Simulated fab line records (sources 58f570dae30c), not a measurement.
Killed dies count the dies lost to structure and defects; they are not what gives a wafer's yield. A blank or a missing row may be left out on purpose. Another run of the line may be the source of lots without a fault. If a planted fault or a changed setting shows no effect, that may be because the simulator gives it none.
Which tool was responsible? -- flow berkeleyCmos170 -- 21 wafers from 7 lots sampled at 4 of the route's 331 steps

WHAT THE GAUGES SHOWED, per wafer
UCB170_PLDD_TW_MEAS_11.
lot,measured,on,PLDD_TW
L832,day 7 19:58,filmMetro-03,1011 1020 1015
L834,day 8 03:51,filmMetro-01,991 993 993
L839,day 9 01:14,filmMetro-04,1012 1016 1016
L842,day 9 17:05,filmMetro-04,1015 1012 1016
L847,day 11 00:05,filmMetro-01,1055 1060 1056 1061 1056 1057
L849,day 10 23:23,filmMetro-01,997 996 997
L852,day 11 14:08,filmMetro-03,1016 1013 1013

EACH LOT AND THE TOOL THAT RAN IT (in order: tool; ch and the chambers of the sampled wafers; start)
lot,UCB170_NWELL_STRIP_15,UCB170_ACTIVE_ETCH_15,UCB170_PLDD_IMPLANT_08
L832,"plasmaAsher-04 ch 0,1, day 3 05:58","rieDiel-03 ch 1,3, day 5 10:15","implanter-03 ch 0, day 7 19:35"
L834,"plasmaAsher-03 ch 0,1, day 3 21:41","rieDiel-03 ch 1,2,3, day 5 19:08","implanter-01 ch 0, day 8 03:27"
L839,"plasmaAsher-01 ch 0,1, day 4 09:55","rieDiel-02 ch 0,3, day 6 20:17","implanter-01 ch 0, day 9 00:53"
L842,"plasmaAsher-03 ch 0,1, day 5 07:05","rieDiel-03 ch 1,2,3, day 7 11:38","implanter-01 ch 0, day 9 16:41"
L847,"plasmaAsher-03 ch 0,1, day 5 22:09","rieDiel-02 ch 0,2, day 8 09:15","implanter-01 ch 0, day 10 23:42"
L849,"plasmaAsher-04 ch 0,1, day 6 19:02","rieDiel-04 ch 0,3, day 8 15:00","implanter-03 ch 0, day 10 22:59"
L852,"plasmaAsher-03 ch 0,1, day 7 05:12","rieDiel-03 ch 0,2, day 9 06:39","implanter-03 ch 0, day 11 13:45"
- UCB170_NWELL_STRIP_15: strips in O2.
- UCB170_ACTIVE_ETCH_15: etches Si3N4 in CH3F/Ar/O2, stops on SiO2, target depth 242 nm, time 151 s.
- UCB170_PLDD_IMPLANT_08

THE ANSWER, worked out from the rows above alone
Rule: usual is defined by the lots themselves. The widest of any qualifying gaps counts: lots, ordered by their means at a reading, are off when they make up no more than a third of the lots, leave a main group of 4 or more, and stand apart from it by 3 or more times the standard deviation of that group's means. A main group whose means are all the same, to the digits that the tables above print for the reading, isn't used. Also off: a lot with no number at a reading for which 4 or more lots have one. All remaining lots with rows at the step are treated as sound.
Off: L847, at UCB170_PLDD_TW_MEAS_11 (PLDD_TW). The main group: mean 1008, standard deviation 9.6.
A tool fits if, at a process step before that reading, it ran every lot that is off, and no sound lot after the first of them. Those tools and the gauges at UCB170_PLDD_TW_MEAS_11 are tried in the same way. Can't be told from this: 3 tools fit, rieDiel-02 at UCB170_ACTIVE_ETCH_15, implanter-01 at UCB170_PLDD_IMPLANT_08, filmMetro-01 at UCB170_PLDD_TW_MEAS_11.

WHAT THE SIMULATOR HAD INSERTED
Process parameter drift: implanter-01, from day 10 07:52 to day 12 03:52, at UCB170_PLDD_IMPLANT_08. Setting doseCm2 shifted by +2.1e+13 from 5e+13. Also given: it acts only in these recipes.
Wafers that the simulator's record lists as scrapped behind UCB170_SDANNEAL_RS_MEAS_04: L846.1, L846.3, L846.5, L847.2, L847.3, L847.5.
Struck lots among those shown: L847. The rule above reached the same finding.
